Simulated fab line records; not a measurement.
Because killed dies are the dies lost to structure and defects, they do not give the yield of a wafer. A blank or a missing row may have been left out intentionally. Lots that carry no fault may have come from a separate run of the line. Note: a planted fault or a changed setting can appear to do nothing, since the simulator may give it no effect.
Split-lot trial | flow berkeleyCmos170 | 23 wafers read across 5 lots, on a route 331 steps long

## THE SPLIT ITSELF
At UCB170_NSD_COAT_01 (resist thk 900 nm), the setting resistThkNm was moved away from the recipe's 900 nm on 10 of the 23 wafers read, by -4.8% to +5.7%. This setting was run at the recipe's value on the other wafers.

The split's own step is where the reading is taken.

## THE READING
KrF_of_NSD_COAT_01.thkNm (the simulator's own value, which no gauge read), in nm, at UCB170_NSD_COAT_01 (resist thk 900 nm). The file gives no usual value for it. The 13 wafers here that ran the recipe average 903.3 nm, standard deviation 2.2 nm.

wafer  | tool, chamber at the split | resistThkNm as run, nm | against the recipe | KrF_of_NSD_COAT_01.thkNm, nm | against lot-mates on the recipe
L074.1 | lithoTrack-02, 0           | 883.3                  | -1.9%              | 882                          | -19.4
L074.2 | lithoTrack-02, 0           | 900                    | recipe             | 900.2                        | -
L074.4 | lithoTrack-02, 0           | 883.3                  | -1.9%              | 883.8                        | -17.6
L074.5 | lithoTrack-02, 0           | 883.3                  | -1.9%              | 885.2                        | -16.2
L074.6 | lithoTrack-02, 0           | 900                    | recipe             | 902.6                        | -
L075.1 | lithoTrack-04, 0           | 900                    | recipe             | 905.4                        | -
L075.3 | lithoTrack-04, 0           | 947.4                  | +5.3%              | 955.2                        | +48.2
L075.4 | lithoTrack-04, 0           | 900                    | recipe             | 908.5                        | -
L075.5 | lithoTrack-04, 0           | 900                    | recipe             | 907                          | -
L075.6 | lithoTrack-04, 0           | 947.4                  | +5.3%              | 952.9                        | +45.9
L079.1 | lithoTrack-02, 0           | 856.8                  | -4.8%              | 858.8                        | -43.0
L079.2 | lithoTrack-02, 0           | 900                    | recipe             | 901.6                        | -
L079.3 | lithoTrack-02, 0           | 900                    | recipe             | 901.9                        | -
L079.4 | lithoTrack-02, 0           | 856.8                  | -4.8%              | 857.8                        | -44.0
L079.5 | lithoTrack-02, 0           | 856.8                  | -4.8%              | 860.9                        | -40.9
L078.1 | lithoTrack-01, 0           | 900                    | recipe             | 901.9                        | -
L078.4 | lithoTrack-01, 0           | 900                    | recipe             | 902.6                        | -
L078.5 | lithoTrack-01, 0           | 900                    | recipe             | 902.5                        | -
L082.1 | lithoTrack-04, 0           | 951.2                  | +5.7%              | 955.7                        | +53.0
L082.2 | lithoTrack-04, 0           | 951.2                  | +5.7%              | 954.6                        | +51.9
L082.4 | lithoTrack-04, 0           | 900                    | recipe             | 902.7                        | -
L082.5 | lithoTrack-04, 0           | 900                    | recipe             | 903.4                        | -
L082.6 | lithoTrack-04, 0           | 900                    | recipe             | 902                          | -

FIT RESULTS
A straight line over all 23 wafers: KrF_of_NSD_COAT_01.thkNm changes by +9.36 nm for each +1% of resistThkNm; r = +1.00; the points scatter about the line by 2.2 nm.
The same after taking each lot's own level away (the mean of its wafers on the recipe; 23 wafers): +9.04 nm for each +1%; r = +1.00; scatter 1.2 nm.
The reading moves by 51 nm for the largest change in resistThkNm, on that fit.
The lots' own levels span 901.40 to 906.97 nm, that is 2.5 times the standard deviation above.
The two slopes are in agreement: the lot-to-lot level therefore moves the slope only a little.
Check: with one of the wafers moved furthest among these (+5.7%) left out of the fit, the line predicts +51.1 nm for it against its lot-mates. It came out at +53 nm against them.

## FURTHER SPLITS ON THESE WAFERS
Other splits were also applied to these wafers ahead of the reading. Each is held against what the fit with the lots' levels taken away leaves over:
other split on the same wafers | wafers away from the commonest value | r with KrF_of_NSD_COAT_01.thkNm (lot level and that fit taken away)
UCB170_SPACER_CVD_00 timeS     | 6                                    | +0.21
UCB170_PSD_IMPLANT_08 doseCm2  | 11                                   | -0.23

## THE WHOLE CHAIN: every reading that the file lists as answering this split, in the file's order
step                | what it does      | reading                                                                   | change (the file's fit)              | r (the file's)
UCB170_NSD_COAT_01  | resist thk 900 nm | KrF_of_NSD_COAT_01.thkNm (the simulator's own value, which no gauge read) | +9.05 nm for each +1% of the setting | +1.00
UCB170_NSD_STRIP_09 | strips in O2      | stripTimeToEndpointS                                                      | withheld for each +1% of the setting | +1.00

## THE FILE'S OWN FIT
KrF_of_NSD_COAT_01.thkNm changes by +9.05 nm for each +1% of resistThkNm, r = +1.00.
